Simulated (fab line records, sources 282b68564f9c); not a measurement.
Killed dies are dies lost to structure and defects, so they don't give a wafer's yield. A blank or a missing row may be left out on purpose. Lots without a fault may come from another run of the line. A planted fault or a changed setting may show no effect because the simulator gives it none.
A struck lot beside a sound one | flow rit_cmos | 17 steps out of a route of 202
Sound: wafers L493.1, L493.3, L493.5. Struck: wafers L496.3, L496.4, L496.5. The cause comes at the end.
At each step with rows: each side's tool, then ch and its chambers, then its first start. Under that, the readings that differ: sound wafers | struck wafers | difference of the means | sigmas: that difference in standard deviations of wafers without a fault.
alike: readings whose means differ by less than 2 such deviations, and words and numbers that are the same on both sides. not compared: withheld readings, readings that some wafer has no value for, bounds like >300 that may hide the same value, and numbers for which the record gives no deviation and whose values overlap.
The two part at a step that has a row with sigmas, a row that says differs or no value, or rows on one side only. Numbers that don't overlap but have no deviation are shown without sigmas and don't part them. A reading that every wafer of one side lacks parts them only if that side has two wafers or more.

first, 2 steps without rows for these wafers: RIT_NRETRO_HARDBAKE_07 (time 120 s); RIT_NRETRO_IMPLANT_08.
RIT_NRETRO_STRIP_09: strips in O2, time 180 s.
  sound on plasma_asher-04 ch 0,1, day 5 13:31; struck on plasma_asher-02 ch 0,1, day 6 07:19
  alike: drypump_motor_current_A
  not compared: rf_hours_counter_h
RIT_NRETRO_TW_MEAS_10:
  sound on film_metro-02, day 5 13:41; struck on film_metro-02, day 6 07:26
  alike: NRETRO_TW
then, 6 steps without rows for these wafers: RIT_PRETRO_HMDS_00 (prime time 60 s); RIT_PRETRO_COAT_01 (resist thk 1300 nm); RIT_PRETRO_SOFTBAKE_02 (time 60 s); RIT_PRETRO_EXPOSE_03 (exposes mask M5, target cd 43700 nm); RIT_PRETRO_PEB_04; RIT_PRETRO_DEVELOP_05 (develop time 68 s).
RIT_PRETRO_OVL_MEAS_06:
  sound on overlay-01, day 5 14:38; struck on overlay-02, day 6 08:23
  alike: PRETRO_OVL
then, 1 step without rows for these wafers: RIT_PRETRO_HARDBAKE_07 (time 120 s).
RIT_PRETRO_IMPLANT_08:
  sound on implanter-02 ch 0, day 5 14:55; struck on implanter-02 ch 0, day 6 08:42
  reading            | sound                         | struck                           | difference  | sigmas
  dose_ions_cm2      | 1.2e+13 1.1991e+13 1.2016e+13 | 1.6322e+13 1.6312e+13 1.6306e+13 | +4.3110e+12 | +99 or more
  faraday_current_uA | 38.7 38.2 37.7                | 51.5 51.0 51.2                   | +13.0       | +18
  alike: tilt_deg
RIT_PRETRO_STRIP_09: strips in O2, time 180 s.
  sound on plasma_asher-04 ch 0,1, day 5 15:04; struck on plasma_asher-04 ch 0,1, day 6 08:52
  alike: drypump_motor_current_A
  not compared: rf_hours_counter_h
RIT_PRETRO_TW_MEAS_10:
  sound on film_metro-01, day 5 15:14; struck on film_metro-04, day 6 08:59
  reading   | sound             | struck            | difference | sigmas
  PRETRO_TW | 469.0 470.8 469.4 | 522.0 521.4 520.9 | +51.7      | +20
then, 1 step without rows for these wafers: RIT_GATE_WET_ETCH_00 (etches SiO2 in BOE, target depth 56 nm, time 60 s).
RIT_M1_PROBE_99:
  sound on prober-02, day 6 19:40; struck on prober-01, day 7 13:43
  reading                                    | sound                | struck               | difference | sigmas
  killed_at_M0_to_M3                         | 0 1 0                | 0 0 0                | +0         | -2
  model.etest.nmos_0p3.r_on_ohm_um           | 2281 2273 2264       | 2300 2301 2342       | +42        |
  model.etest.nmos_turned.drive_ua_um        | 287.2 294.9 297.4    | 285.7 282.9 278.9    | -10.7      |
  model.etest.nmos_0p3.drive_ua_um           | 209.6 207.2 205.3    | 202.4 202.9 201.4    | -5.1       |
  model.etest.retro_edge_nmos.off_log10_a_um | -10.65 -10.59 -10.66 | -10.82 -11.18 -11.26 | -0.45      |
  alike: killed_at_contacts, killed_at_front_end, killed_dies, killed_open, killed_short
  not compared: model.etest.nmos_0p15.r_on_ohm_um, model.etest.nmos_0p15.drive_ua_um, model.etest.nmos_narrow.drive_ua_um, model.etest.ring.delay_ps

WHERE THEY PART
First at RIT_PRETRO_IMPLANT_08; last, within this record, at RIT_M1_PROBE_99.

WHY: what the simulator had put in
Process parameter drift: implanter-02, from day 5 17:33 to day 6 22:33, at RIT_PRETRO_IMPLANT_08. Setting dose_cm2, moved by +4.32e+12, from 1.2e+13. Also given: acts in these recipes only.
